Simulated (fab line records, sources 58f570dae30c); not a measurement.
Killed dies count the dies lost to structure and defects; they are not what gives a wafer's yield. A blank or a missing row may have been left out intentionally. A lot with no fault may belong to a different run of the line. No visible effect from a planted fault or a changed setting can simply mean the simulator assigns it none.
Code-filled problem report in 8D (eight disciplines) form || flow berkeley-cmos170 || the parts of the form that need people (team, actions taken, sign-off) are left out

1. WHAT IS WRONG
Wafers with no fault read 699.1 nm with a standard deviation of 1.4, whereas cd-nm at UCB170_V1_CD_MEAS_90 reads a mean of 692.4 nm on 1 wafer of 1 lot. That puts it -4.8 standard deviations away from the usual mean.
The step: target cd 700 nm.
Earliest sighting: wafer L439.1 on cd-sem-01 at day 9 18:31. The record has a number at this step for 39 wafers belonging to 13 lots. Rule for "out" (also "out of limits"): further than 4 standard deviations from the usual mean. The rest of the wafers with a number are treated as sound.

2. WHAT IT IS, WHAT IT ISN'T
{"question": "which readings at this step", "is": "cd-nm", "is not": "-"}
{"question": "which lots", "is": "L439", "is not": "L430, L431, L433, L435, L441, L444, L446, L448, L449, L451, L452, L453"}
{"question": "which wafers of those lots", "is": "L439.1", "is not": "L439.3, L439.4"}
{"question": "read on which gauges", "is": "cd-sem-01", "is not": "cd-sem-02"}
{"question": "when", "is": "from day 9 18:31", "is not": "up to then (14 sound wafers); but 24 sound wafers of L441, L444, L446, L448, L449, L451, L452, L453 came after"}

3. THE SUSPECTS, EACH WITH WHAT RULES IT OUT
Counting: if a tool at a process step up to the reading ran every lot that is out, it stays a suspect. Sound lots after the first of them don't rule it out here, since some wafers of a struck lot are sound.
- the gauge at UCB170_V1_CD_MEAS_90 is ruled out. All the wafers that are out were read on cd-sem-01, but those of them that UCB170_V1_ETCH_14 has rows for are out there too, on other tools.
- rtp-anneal-02 at UCB170_CONTACT_RTA_08 (time 10 s): kept. It ran the lot that is out, L439 (day 9 09:42); its last sound lot up to then is L433 (day 8 06:48).
- rie-diel-04 at UCB170_V1_ETCH_14 (etches SiO2 in CHF3/CF4/Ar, stops on Al, target depth 1250 nm, time 291 s): kept. It ran the lot that is out, L439 (day 9 18:14); its last sound lot up to then is L431 (day 8 12:10). Its own readings are out on those wafers: rf-fwd-power-W.
- plasma-asher-01 at UCB170_V1_STRIP_15 (strips in O2): kept. It ran the lot that is out, L439 (day 9 18:25); its last sound lot up to then is L431 (day 8 12:21). Its own readings are out on those wafers: strip-time-to-endpoint-s.
- In rie-diel-04 at UCB170_V1_ETCH_14, the wafers that are out were processed in chamber 0 and their sound lot-mates in chambers 1, 3.
Still standing after the count: rtp-anneal-02 at UCB170_CONTACT_RTA_08, rie-diel-04 at UCB170_V1_ETCH_14, plasma-asher-01 at UCB170_V1_STRIP_15.

4. THE CAUSE (what the simulator had put in)
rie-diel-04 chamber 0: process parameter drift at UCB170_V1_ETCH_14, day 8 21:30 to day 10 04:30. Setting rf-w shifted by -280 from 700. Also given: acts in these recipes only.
Counting left 3 suspects, and this tool is among them.

5. THE CHAIN OF EFFECTS, in route order
Each row: a reading whose mean over the struck wafers that have a number lies more than 3 standard deviations from the usual. Only readings for which the record gives a usual standard deviation are gone through. hours: the time from each lot's start at the first step in this table that gives one to its start at this step, as a median over the lots. sigmas: the change in usual standard deviations.
{"hours": 0, "step": "UCB170_V1_ETCH_14", "reading": "rf-fwd-power-W", "usual": "698.4 W", "on struck wafers": 417.1, "change": -281.3, "sigmas": "-99 or more"}
{"hours": 0, "step": "UCB170_V1_STRIP_15", "reading": "strip-time-to-endpoint-s", "usual": "15.33 s", "on struck wafers": 16.74, "change": "+1.41", "sigmas": "+13"}
{"hours": 0, "step": "UCB170_V1_CD_MEAS_90", "reading": "cd-nm", "usual": "699.1 nm", "on struck wafers": 692.4, "change": -6.7, "sigmas": -4.8}
The process steps in it:
- UCB170_V1_ETCH_14: etches SiO2 in CHF3/CF4/Ar, stops on Al, target depth 1250 nm, time 291 s.
- UCB170_V1_STRIP_15: strips in O2.

6. WHAT WOULD HAVE CAUGHT IT SOONER
21 hours passed between the start of the fault at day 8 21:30 and the first reading out of limits at a measuring or inspecting step in this record, taken at day 9 18:31.
At UCB170_V1_ETCH_14, the tool's own readings (rf-fwd-power-W) were out on each struck wafer the step has a row for, so an alarm limit on them would have fired on the first such wafer.
Each of the lots that are out, 1 in all, had begun UCB170_V1_ETCH_14 on rie-diel-04 no later than day 9 18:31. Tool hold at that time: it would have spared none of them.
